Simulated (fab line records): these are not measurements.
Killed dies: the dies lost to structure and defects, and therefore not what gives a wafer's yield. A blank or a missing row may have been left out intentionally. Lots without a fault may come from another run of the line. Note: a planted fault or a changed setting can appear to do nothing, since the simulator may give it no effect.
Which tool is to blame?    flow berkeley cmos170    Sampling: 14 lots, 42 wafers, 5 of 331 route steps

## WHAT EACH GAUGE READ, for each wafer
UCB170_M1_RS_MEAS_01: the measuring method here is four-point-probe. Usual: M1_AL_RS typically reads 0.0484 ohm/sq, with standard deviation 0.00055.
lot   measured      on             M1_AL_RS (ohm/sq)     flag
L170  day 8 04:59   film metro-01  0.0487 0.0485 0.0480  
L172  day 8 20:37   film metro-01  0.0486 0.0488 0.0492  
L174  day 9 13:49   film metro-03  0.0485 0.0476 0.0481  
L173  day 9 13:52   film metro-02  0.0496 0.0486 0.0497  
L177  day 9 13:59   film metro-01  0.0474 0.0485 0.0475  
L176  day 9 15:11   film metro-03  0.0478 0.0486 0.0491  
L179  day 10 07:21  film metro-01  0.0481 0.0486 0.0478  
L180  day 10 16:29  film metro-02  0.0479 0.0480 0.0487  
L183  day 11 06:24  film metro-02  0.0485 0.0488 0.0490  
L186  day 12 03:41  film metro-02  0.0481 0.0487 0.0475  
L192  day 12 19:14  film metro-02  0.0485 0.0484 0.0483  
L191  day 12 19:13  film metro-01  0.0487 0.0481 0.0488  
L190  day 12 19:23  film metro-03  0.0485 0.0479 0.0484  
L193  day 12 23:07  film metro-01  0.0475 0.0489 0.0482  

UCB170_M1_CD_MEAS_90: target cd 700 nm. Usual: cd nm at 699.7 nm, with a standard deviation of 2.9.
lot   measured      on         cd nm (nm)         flag
L170  day 8 06:41   cd sem-01  697.6 697.9 697.3  
L172  day 8 22:24   cd sem-02  697.8 695.0 694.2  
L174  day 9 15:38   cd sem-02  699.0 699.0 696.9  
L173  day 9 15:41   cd sem-01  694.8 695.0 693.6  
L177  day 9 15:45   cd sem-02  699.9 698.8 697.7  
L176  day 9 17:01   cd sem-02  698.7 696.9 696.6  
L179  day 10 09:28  cd sem-01  700.1 703.6 704.7  
L180  day 10 18:05  cd sem-02  699.9 702.2 699.2  
L183  day 11 09:26  cd sem-02  701.7 699.9 702.8  
L186  day 12 06:25  cd sem-02  702.1 702.2 702.0  
L192  day 12 21:11  cd sem-02  701.6 700.6 697.7  
L191  day 12 21:03  cd sem-02  701.3 703.2 704.1  
L190  day 12 21:19  cd sem-02  701.5 698.6 701.0  
L193  day 13 00:55  cd sem-02  705.0 706.4 706.2  

UCB170_V1_THK_MEAS_04. Usual: V1_POLISHED_THK typically reads 1000.5 nm, with standard deviation 1.2.
lot   measured      on             V1_POLISHED_THK (nm)  flag
L170  day 8 09:24   film metro-01  999.3 998.2 999.7     
L172  day 9 00:29   film metro-03  1000.0 998.9 1000.2   
L174  day 9 17:47   film metro-03  1000.0 1002.0 1000.2  
L173  day 9 19:02   film metro-01  1001.1 1002.0 1001.1  
L177  day 9 19:07   film metro-04  998.8 998.2 998.2     
L176  day 9 20:22   film metro-01  1001.6 999.3 1002.1   
L179  day 11 01:17  film metro-01  999.8 1002.6 1001.8   
L180  day 11 01:35  film metro-04  1000.9 998.7 999.0    
L183  day 11 12:32  film metro-04  1001.8 1003.4 1000.8  
L186  day 12 09:05  film metro-01  1989.0 1975.1 2011.5  OFF
L192  day 13 00:29  film metro-03  1000.5 1000.9 1000.1  
L191  day 12 23:13  film metro-03  1001.2 999.7 1001.9   
L190  day 13 00:30  film metro-04  2025.3 1975.8 2013.1  OFF
L193  day 13 03:04  film metro-01  1000.6 1001.4 1000.6  

## TOOL THAT RAN EACH LOT (tool first, then ch and the chambers of the sampled wafers, then the start)
lot   UCB170_M1_SPUTTER_00          UCB170_V1_CMP_02
L170  pvd sputter-04, day 8 04:54   cmp-02 ch 0,1,2, day 8 08:58
L172  pvd sputter-01, day 8 20:33   cmp-01 ch 0,1,3, day 9 00:07
L174  pvd sputter-01, day 9 13:44   cmp-01 ch 1,2,3, day 9 17:27
L173  pvd sputter-04, day 9 13:49   cmp-02 ch 2,3, day 9 18:40
L177  pvd sputter-02, day 9 13:54   cmp-01 ch 2,3, day 9 18:44
L176  pvd sputter-02, day 9 15:07   cmp-01 ch 1,3, day 9 19:59
L179  pvd sputter-01, day 10 07:17  cmp-01 ch 1,2,3, day 11 00:52
L180  pvd sputter-01, day 10 16:26  cmp-01 ch 0,2,3, day 11 01:19
L183  pvd sputter-01, day 11 06:18  cmp-02 ch 1,2, day 11 12:08
L186  pvd sputter-04, day 12 03:37  cmp-01 ch 0,1,2, day 12 08:46
L192  pvd sputter-04, day 12 19:09  cmp-02 ch 0,3, day 13 00:03
L191  pvd sputter-01, day 12 19:10  cmp-01 ch 0,1,3, day 12 22:48
L190  pvd sputter-02, day 12 19:18  cmp-01 ch 0,3, day 13 00:04
L193  pvd sputter-01, day 12 23:03  cmp-02 ch 0,1,2, day 13 02:39
- UCB170_M1_SPUTTER_00: material Al, target thk 600 nm, time 80 s.
- UCB170_V1_CMP_02: polishes SiO2.

## AS READ BY THE TOOLS THEMSELVES (means over the sampled wafers that have a number; for cases with no such wafer, the mark the record gives instead)
UCB170_M1_SPUTTER_00. Usual: throttle valve pct at 30.5 %, with a standard deviation of 0.7.
lot   tool            throttle valve pct (%)  flag
L170  pvd sputter-04  30.4                    
L172  pvd sputter-01  30.6                    
L174  pvd sputter-01  30.2                    
L173  pvd sputter-04  30.4                    
L177  pvd sputter-02  29.6                    
L176  pvd sputter-02  30.0                    
L179  pvd sputter-01  31.0                    
L180  pvd sputter-01  31.2                    
L183  pvd sputter-01  31.1                    
L186  pvd sputter-04  30.3                    
L192  pvd sputter-04  30.4                    
L191  pvd sputter-01  30.5                    
L190  pvd sputter-02  30.0                    
L193  pvd sputter-01  30.7                    

UCB170_V1_CMP_02. Usual: edge zone pressure frac 1.000, standard deviation 0.005; head pressure psi 5.996 psi, standard deviation 0.013; motor current A 15.4 A, standard deviation 1.2.
lot   tool    edge zone pressure frac  head pressure psi (psi)  motor current A (A)  flag
L170  cmp-02  1.001                    5.997                    15.4                 
L172  cmp-01  1.005                    5.997                    15.2                 
L174  cmp-01  1.000                    5.982                    15.2                 
L173  cmp-02  1.002                    6.005                    14.4                 
L177  cmp-01  0.997                    6.003                    14.1                 
L176  cmp-01  0.998                    5.989                    16.1                 
L179  cmp-01  0.995                    6.012                    14.9                 
L180  cmp-01  0.995                    5.995                    14.5                 
L183  cmp-02  1.000                    6.007                    14.5                 
L186  cmp-01  -                        -                        -                    OFF
L192  cmp-02  0.994                    5.991                    15.9                 
L191  cmp-01  1.004                    6.006                    15.7                 
L190  cmp-01  -                        -                        -                    OFF
L193  cmp-02  0.997                    5.994                    15.7                 

## THE ANSWER, worked out from the rows above alone
Rule: lot off if the mean of its wafers having a number is beyond 3 standard deviations from the usual mean. A lot without any number at a reading at which 4 lots or more have one is off too. Any other lot the step has rows for is counted as sound. After the gauges, taken in route order, come the tools' own readings; for these a lot's mean is taken, as printed above. The first step at which some lot is off is used, and at that step the reading that is off furthest; a lot without a number counts as furthest.
Off: L186, L190, seen at UCB170_V1_THK_MEAS_04 (V1_POLISHED_THK).
If a tool, at a process step before that reading, ran all the lots that are off and no sound lot after the first of them, it fits. The gauges at UCB170_V1_THK_MEAS_04 aren't tried: what is off there is off at UCB170_V1_CMP_02 too, on other tools, and a gauge's error can't cause that. Not one of the candidates tried fits.

## WHAT HAD BEEN PUT IN BY THE SIMULATOR
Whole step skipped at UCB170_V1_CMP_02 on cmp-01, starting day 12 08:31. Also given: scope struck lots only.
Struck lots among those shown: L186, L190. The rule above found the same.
